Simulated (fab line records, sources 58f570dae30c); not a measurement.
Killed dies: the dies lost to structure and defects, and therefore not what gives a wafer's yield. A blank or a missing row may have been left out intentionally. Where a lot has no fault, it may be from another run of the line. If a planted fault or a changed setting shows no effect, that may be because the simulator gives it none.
Which of the tools did it? | flow berkeleyCmos170 | 15 lots (45 wafers sampled), 1 step of a 331-step route

## WHAT THE GAUGES SHOWED, per wafer
The record holds no reading of a measuring or inspecting step that can be judged against a usual standard deviation.

## WHAT TOOL EACH LOT RAN ON (gives the tool, then ch and the chambers of the sampled wafers, and finally the start)
lot  | UCB170_NSD_EXPOSE_03
L274 | krfScanner-02 ch 0, day 6 15:11
L273 | krfScanner-01 ch 0, day 6 15:23
L275 | krfScanner-01 ch 0, day 6 17:58
L278 | krfScanner-01 ch 0, day 7 05:32
L279 | krfScanner-01 ch 0, day 7 06:01
L280 | krfScanner-02, day 7 19:01
L281 | krfScanner-02, day 7 19:08
L282 | krfScanner-01, day 8 03:23
L283 | krfScanner-01 ch 0, day 8 12:49
L290 | krfScanner-01 ch 0, day 9 20:50
L291 | krfScanner-02 ch 0, day 10 06:34
L292 | krfScanner-01 ch 0, day 10 16:44
L293 | krfScanner-01 ch 0, day 10 17:11
L295 | krfScanner-02 ch 0, day 10 21:04
L296 | krfScanner-02 ch 0, day 11 13:19
- UCB170_NSD_EXPOSE_03: exposes mask NSELECT MOD, target cd 1200 nm.

## AS READ BY THE TOOLS THEMSELVES (means over the sampled wafers that have a number; for cases with no such wafer, the mark the record gives instead)
UCB170_NSD_EXPOSE_03. Usual: exposureDoseMJCm2 29.98, standard deviation 0.034; focusOffsetNm 0.1 nm, standard deviation 0.53.
lot  | tool          | exposureDoseMJCm2 | focusOffsetNm (nm) | flag
L274 | krfScanner-02 | 30.01             | -0.2               | 
L273 | krfScanner-01 | 29.99             | 0.8                | 
L275 | krfScanner-01 | 30.02             | 0.6                | 
L278 | krfScanner-01 | 29.99             | -0.3               | 
L279 | krfScanner-01 | 29.99             | -0.3               | 
L280 | krfScanner-02 | -                 | -                  | OFF
L281 | krfScanner-02 | -                 | -                  | OFF
L282 | krfScanner-01 | -                 | -                  | OFF
L283 | krfScanner-01 | 30.03             | -0.3               | 
L290 | krfScanner-01 | 29.94             | 0.3                | 
L291 | krfScanner-02 | 29.93             | 0.5                | 
L292 | krfScanner-01 | 30.03             | 0.1                | 
L293 | krfScanner-01 | 29.94             | -0.0               | 
L295 | krfScanner-02 | 29.94             | -0.9               | 
L296 | krfScanner-02 | 29.97             | -0.2               | 

## THE ANSWER, worked out from the rows above alone
Rule: take the mean of a lot's wafers that have a number; if it is more than 3 standard deviations from the usual mean, the lot is off. A lot without any number at a reading at which 4 lots or more have one is off too. All remaining lots with rows at the step are treated as sound. The gauges are gone through in route order, then the tools' own readings, and for those a lot's mean is taken as printed above. At the first step where some lot is off, the reading lying furthest off is the one used; lots without a number count as furthest.
Off at UCB170_NSD_EXPOSE_03 (exposureDoseMJCm2): L280, L281, L282. Without a number there: L280, L281, L282.
A tool fits if, at that step or a process step before it, it ran every lot that is off, and no sound lot after the first of them. Not one of the candidates tried fits.

## WHAT THE SIMULATOR HAD INSERTED
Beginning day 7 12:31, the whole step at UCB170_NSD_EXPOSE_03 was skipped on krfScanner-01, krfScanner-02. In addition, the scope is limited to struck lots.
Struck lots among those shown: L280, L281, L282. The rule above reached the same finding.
